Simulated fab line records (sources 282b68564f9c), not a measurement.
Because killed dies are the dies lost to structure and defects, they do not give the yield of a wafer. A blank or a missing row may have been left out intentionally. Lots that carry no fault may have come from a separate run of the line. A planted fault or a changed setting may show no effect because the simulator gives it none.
Struck lot and sound lot, side by side || flow rit_cmos || 15 steps out of a route of 202
Sound: wafers L297.1, L297.5, L297.6. The struck wafers were L302.1, L302.2, L302.5. The cause comes at the end.
For every step that has rows: the tool of each side, followed by ch and its chambers, followed by its first start. Under that, the readings that differ: sound wafers || struck wafers || difference of the means || sigmas: that difference in standard deviations of wafers without a fault.
alike: readings whose means differ by less than 2 such deviations, and words and numbers that are the same on both sides. not compared: withheld readings, readings that some wafer has no value for, bounds like >300 that may hide the same value, and numbers for which the record gives no deviation and whose values overlap.
The two part at a step that has a row with sigmas, a row that says differs or no value, or rows on one side only. Numbers that don't overlap but have no deviation are shown without sigmas and don't part them. A reading missing from all wafers of one side parts the sides only when that side holds two or more wafers.

first, 2 steps without rows for these wafers: RIT_NWELL_HARDBAKE_07 (time 120 s); RIT_NWELL_IMPLANT_08.
RIT_NWELL_STRIP_09: strips in O2, time 180 s.
  sound on plasma_asher-02 ch 0,1, day 4 03:46; struck on plasma_asher-02 ch 0,1, day 5 03:04
  alike: drypump_motor_current_A
  not compared: rf_hours_counter_h
RIT_NWELL_TW_MEAS_10:
  sound on film_metro-03 at day 4 03:56; struck on film_metro-03 at day 5 03:15
  alike: NWELL_TW
then, 6 steps without rows for these wafers: RIT_PWELL_HMDS_00 (prime time 60 s); RIT_PWELL_COAT_01 (resist thk 1300 nm); RIT_PWELL_SOFTBAKE_02 (time 60 s); RIT_PWELL_EXPOSE_03 (exposes mask M3, target cd 43700 nm); RIT_PWELL_PEB_04; RIT_PWELL_DEVELOP_05 (develop time 68 s).
RIT_PWELL_OVL_MEAS_06:
  sound on overlay-02 at day 4 04:53; struck on overlay-02 at day 5 04:11
  alike: PWELL_OVL
then, 1 step without rows for these wafers: RIT_PWELL_HARDBAKE_07 (time 120 s).
RIT_PWELL_IMPLANT_08:
  sound on implanter-02 ch 0, day 4 05:10; struck on implanter-02 ch 0, day 5 04:28
{"reading": "beam_energy_keV", "sound": "170.04 169.99 170.09", "struck": "172.05 171.96 171.90", "difference": "+1.93", "sigmas": "+36"}
RIT_PWELL_STRIP_09: strips in O2, time 180 s.
  sound on plasma_asher-03 ch 0,1, day 4 05:28; struck on plasma_asher-01 ch 0,1, day 5 04:37
  alike: drypump_motor_current_A
  not compared: rf_hours_counter_h
RIT_M1_PROBE_99:
  sound on prober-01 at day 5 16:01; struck on prober-01 at day 6 19:16
  alike: killed_at_contacts, killed_at_front_end, killed_dies, killed_on_rim, killed_open, killed_short

== WHERE THEY PART ==
RIT_PWELL_IMPLANT_08 only, going by this record. Later steps at which nothing parts them and some readings are alike: RIT_PWELL_STRIP_09, RIT_M1_PROBE_99.

WHY: whatever the simulator had introduced
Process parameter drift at RIT_PWELL_IMPLANT_08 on implanter-02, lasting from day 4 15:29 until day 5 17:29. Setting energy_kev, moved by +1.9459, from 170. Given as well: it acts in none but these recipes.
